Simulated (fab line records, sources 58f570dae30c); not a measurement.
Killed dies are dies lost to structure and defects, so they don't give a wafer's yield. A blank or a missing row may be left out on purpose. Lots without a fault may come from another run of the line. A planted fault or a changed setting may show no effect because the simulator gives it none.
Split-lot experiment | flow berkeley_cmos170 | 5 lots, 23 wafers read, on a route of 331 steps

THE SPLIT
At UCB170_M1_EXPOSE_06 (exposes mask METAL1, target cd 700 nm), the setting dose_mj was moved away from the recipe's 21 on 5 of the 23 wafers read, by +5.5% to +6.5%. The other wafers ran this setting at the recipe's value.

FROM THE SPLIT TO THE READING: what the file shows between them, 2 steps
- UCB170_M1_PEB_07
- UCB170_M1_DEVELOP_08: develop time 45 s

THE READING
cd_nm, in nm, at UCB170_M1_CD_MEAS_09 (target cd 700 nm). Fault-free wafers of this fab line usually give 700.4 nm, standard deviation 1.6 nm.

wafer  | tool, chamber at the split | dose_mj as run | against the recipe | cd_nm, nm | against lot-mates on the recipe
L074.1 | krf_scanner-02, 0          | 21             | recipe             | 700.9     | -
L074.3 | krf_scanner-02, 0          | 21             | recipe             | 699.8     | -
L074.4 | krf_scanner-02, 0          | 21             | recipe             | 698.8     | -
L074.5 | krf_scanner-02, 0          | 21             | recipe             | 700.2     | -
L074.6 | krf_scanner-02, 0          | 21             | recipe             | 700.8     | -
L077.1 | krf_scanner-01, 0          | 21             | recipe             | 697.4     | -
L077.2 | krf_scanner-01, 0          | 21             | recipe             | 697.1     | -
L077.3 | krf_scanner-01, 0          | 22.16          | +5.5%              | 688.0     | -9.2
L077.4 | krf_scanner-01, 0          | 22.16          | +5.5%              | 688.3     | -8.9
L077.6 | krf_scanner-01, 0          | 21             | recipe             | 697.1     | -
L080.1 | krf_scanner-01, 0          | 22.37          | +6.5%              | 688.9     | -12.3
L080.3 | krf_scanner-01, 0          | 22.37          | +6.5%              | 688.7     | -12.5
L080.4 | krf_scanner-01, 0          | 22.37          | +6.5%              | 689.6     | -11.6
L080.5 | krf_scanner-01, 0          | 21             | recipe             | 701.3     | -
L080.6 | krf_scanner-01, 0          | 21             | recipe             | 701.1     | -
L085.2 | krf_scanner-01, 0          | 21             | recipe             | 699.2     | -
L085.3 | krf_scanner-01, 0          | 21             | recipe             | 701.7     | -
L085.5 | krf_scanner-01, 0          | 21             | recipe             | 700.4     | -
L083.1 | krf_scanner-01, 0          | 21             | recipe             | 703.0     | -
L083.3 | krf_scanner-01, 0          | 21             | recipe             | 701.3     | -
L083.4 | krf_scanner-01, 0          | 21             | recipe             | 702.3     | -
L083.5 | krf_scanner-01, 0          | 21             | recipe             | 702.7     | -
L083.6 | krf_scanner-01, 0          | 21             | recipe             | 701.3     | -

THE FIT
A straight line over all 23 wafers: cd_nm changes by -1.88 nm for each +1% of dose_mj; r = -0.94; the points scatter about the line by 1.8 nm.
The same after taking each lot's own level away (the mean of its wafers on the recipe; 23 wafers): -1.79 nm for each +1%; r = -0.99; scatter 0.73 nm.
On that fit, the largest move of dose_mj shifts the reading by 12 nm.
The lots' own levels span 697.20 to 702.12 nm, that is 3.1 times the standard deviation above.
So the lot-to-lot level changes the slope little: the two slopes agree.
Check: with one of the wafers moved furthest among these (+6.5%) left out of the fit, the line predicts -11.5 nm for it against its lot-mates. It came out at -12.3 nm against them.

OTHER SPLITS ON THESE WAFERS
These wafers also went through other splits before the reading. Each is held against what the fit with the lots' levels taken away leaves over:
other split on the same wafers       | wafers away from the commonest value | r with cd_nm (lot level and that fit taken away)
UCB170_NWELL_IMPLANT_14 energy_kev   | 5                                    | -0.29
UCB170_ACTIVE_OXIDATION_02 ox_time_s | 18                                   | +0.10
UCB170_PFIELD_IMPLANT_07 dose_cm2    | 10                                   | +0.19
UCB170_PLDD_EXPOSE_03 dose_mj        | 11                                   | +0.06
UCB170_PLDD_DEVELOP_05 dev_temp_c    | 11                                   | -0.24
UCB170_NLDD_EXPOSE_03 dose_mj        | 9                                    | -0.28
UCB170_PSD_EXPOSE_03 dose_mj         | 9                                    | -0.02
UCB170_PSD_PEB_04 peb_temp_c         | 4                                    | -0.13
UCB170_CONTACT_COAT_10 spin_rpm      | 8                                    | +0.12
UCB170_M1_SPUTTER_00 power_w         | 9                                    | +0.01

THE WHOLE CHAIN: every reading that the file lists as answering this split, in the file's order
step                 | what it does         | reading                                                   | change (the file's fit)              | r (the file's)
UCB170_M1_CD_MEAS_09 | target cd 700 nm     | cd_nm                                                     | -1.76 nm for each +1% of the setting | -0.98
UCB170_M1_ETCH_11    | etches BARC in N2/H2 | M1.cd_nm (the simulator's own value, which no gauge read) | -1.81 nm for each +1% of the setting | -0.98

THE FILE'S OWN FIT
cd_nm changes by -1.76 nm for each +1% of dose_mj, r = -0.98.
